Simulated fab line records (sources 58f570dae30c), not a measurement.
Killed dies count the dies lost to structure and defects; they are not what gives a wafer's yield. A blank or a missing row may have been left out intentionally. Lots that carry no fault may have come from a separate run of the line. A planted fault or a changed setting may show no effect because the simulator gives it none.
The same fault as seen by 2 desks    flow berkeley cmos170    each desk holds nothing but its own numbers, with what lay behind them at the end

## METROLOGY DESK
What the gauges read, lot by lot, whatever tool the lot ran on: means of the sampled wafers that have a number. A lot is out of limits, marked OUT, if its mean lies more than 4 standard deviations from the usual mean; the brackets give that distance.
Columns: A = PWELL_OVL at UCB170_PWELL_OVL_MEAS_13, usual -1 nm; B = NLDD_OVL at UCB170_NLDD_OVL_MEAS_07, usual -2 nm
lot   first seen here  A   B
L902  day 3 10:46      3   7
L904  day 3 18:13      -8  -7
L903  day 3 18:19      4   1
L905  day 3 23:20      1   -5
L907  day 4 05:40      -1  2
L910  day 4 23:43      6   -5
L911  day 4 23:59      3   -8
L916  day 6 08:58      -8  2
L915  day 6 09:14      -0  8
L917  day 6 11:17      -6  -1
L920  day 7 01:32      -6  -9
L921  day 7 01:48      1   -9
L922  day 7 03:51      -1  -1
L924  day 7 09:37      -3  2
This desk found nothing out of limits on any of the 14 lots.

## TOOL OWNER'S DESK, implanter-04
For each lot that ran on this tool, the mean over its sampled wafers that have a number, from the tool's own readings at UCB170_PVT_IMPLANT_07. A lot is out of limits, marked OUT, if its mean lies more than 4 standard deviations from the usual mean; the brackets give that distance.
Columns: A = tilt deg at UCB170_PVT_IMPLANT_07, usual 6.999 degrees
lot   first seen here  A
L902  day 6 13:05      6.983
L903  day 6 13:29      7.026
L904  day 6 18:26      6.998
L910  day 7 09:05      7.005
L916  day 8 19:10      5.598 (-74) OUT
L915  day 8 21:20      5.562 (-76) OUT
This desk's finding: out of limits on L915, L916; first on L916, day 8 19:10 (tilt deg at UCB170_PVT_IMPLANT_07). Within limits: L902, L903, L904, L910.

## PUT TOGETHER
The tool owner's desk had the chance to raise an alarm at day 8 19:10 on L915, L916.
From the metrology desk's view, nothing was out of limits.
The metrology desk holds a record of L915, L916, inside its limits.
UCB170_PVT_IMPLANT_07 was run on implanter-04 by each of the lots named.

## WHAT THE SIMULATOR HAD INSERTED
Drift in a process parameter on implanter-04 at UCB170_PVT_IMPLANT_07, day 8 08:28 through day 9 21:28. Setting tilt deg shifted by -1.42 from 7. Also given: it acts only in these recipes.
Lots struck among those shown: L915, L916.
How many hours passed from the start of the fault until each desk's first out-of-limits reading: the tool owner's desk, 11.
